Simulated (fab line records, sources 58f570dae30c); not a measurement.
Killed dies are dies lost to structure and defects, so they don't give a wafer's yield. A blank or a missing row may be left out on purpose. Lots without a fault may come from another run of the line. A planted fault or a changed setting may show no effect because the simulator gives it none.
Chamber matching | flow berkeley_cmos170 | UCB170_V1_CMP_02 on cmp-01: 4 sister chambers
The step polishes SiO2. 4 wafers are shown with their chamber, then 8 later ones without.

WAFERS WITH THEIR CHAMBER
wafer  | chamber | motor_current_A (A)
L948.1 | 0       | 16.7
L948.2 | 1       | 16.0
L948.3 | 3       | 14.7
L952.1 | 2       | 16.4

WAFERS WITHOUT THEIR CHAMBER
wafer  | motor_current_A (A)
L952.2 | 15.8
L952.3 | 15.6
L955.2 | 17.8
L955.3 | 15.7
L955.6 | 17.1
L959.2 | 17.2
L959.3 | 15.9
L959.4 | 17.4

WHICH CHAMBER EACH WENT THROUGH
wafer  | from the rows above               | in truth
L952.2 | can't be placed: 1 or 2 or 0 or 3 | 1
L952.3 | can't be placed: 1 or 2 or 3 or 0 | 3
L955.2 | can't be placed: 0 or 2 or 1      | 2
L955.3 | can't be placed: 1 or 2 or 0 or 3 | 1
L955.6 | can't be placed: 0 or 2 or 1      | 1
L959.2 | can't be placed: 0 or 2 or 1      | 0
L959.3 | can't be placed: 1 or 2 or 0      | 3
L959.4 | can't be placed: 0 or 2 or 1      | 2
Placed correctly: 0 of 8. Can't be placed from these rows: 8 (the true chamber is among the candidates in 7). Placed wrongly: 0.
How it was worked out, from the rows above alone: a wafer's distance from a chamber is the root of the sum, over the readings, of the square of ((its reading less the chamber's mean) divided by the reading's scatter). The wafer belongs to the nearest chamber; if the next one is less than 2 further off, it can't be placed. A chamber's mean is the mean of its shown wafers. The scatter: with one shown wafer a chamber, the root of the mean of the squares of how far each hidden wafer lies from its nearest shown one.
